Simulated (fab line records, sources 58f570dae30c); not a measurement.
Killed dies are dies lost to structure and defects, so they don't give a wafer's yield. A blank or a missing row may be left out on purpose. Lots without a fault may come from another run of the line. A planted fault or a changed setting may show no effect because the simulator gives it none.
Which tool did it? | flow berkeley_cmos170 | 6 lots, 18 wafers sampled, at 1 step of a route of 331

WHAT THE GAUGES READ, wafer by wafer
UCB170_V1_CD_MEAS_90: target cd 700 nm.
lot  | measured     | on        | cd_nm (nm)
L373 | day 7 22:10  | cd_sem-01 | 699.4 697.7 698.7
L379 | day 8 12:40  | cd_sem-01 | 699.5 699.6 701.6
L375 | day 8 17:11  | cd_sem-01 | 700.3 699.0 699.6
L381 | day 9 02:25  | cd_sem-01 | 696.7 700.3 698.9
L383 | day 9 09:58  | cd_sem-02 | 698.9 699.4 699.5
L386 | day 10 09:09 | cd_sem-01 | 700.9 699.3 699.1

WHICH TOOL RAN EACH LOT (tool, then ch and the chambers of the sampled wafers, then the start)
The record holds no process step before these readings.

THE ANSWER, worked out from the rows above alone
Rule: what is usual is taken from the lots themselves. Put in order of their means at a reading, lots are off if they are a third of the lots or fewer, leave a main group of 4 or more, and stand apart from it by a gap of 3 or more times the standard deviation of the main group's means; of several such gaps the widest counts. A main group whose means are all the same, to the digits that the tables above print for the reading, isn't used. A lot without any number at a reading at which 4 lots or more have one is off too. The other lots that the step has rows for count as sound.
No lot is off at any reading shown: from this, nothing can be told.

WHAT THE SIMULATOR HAD PUT IN
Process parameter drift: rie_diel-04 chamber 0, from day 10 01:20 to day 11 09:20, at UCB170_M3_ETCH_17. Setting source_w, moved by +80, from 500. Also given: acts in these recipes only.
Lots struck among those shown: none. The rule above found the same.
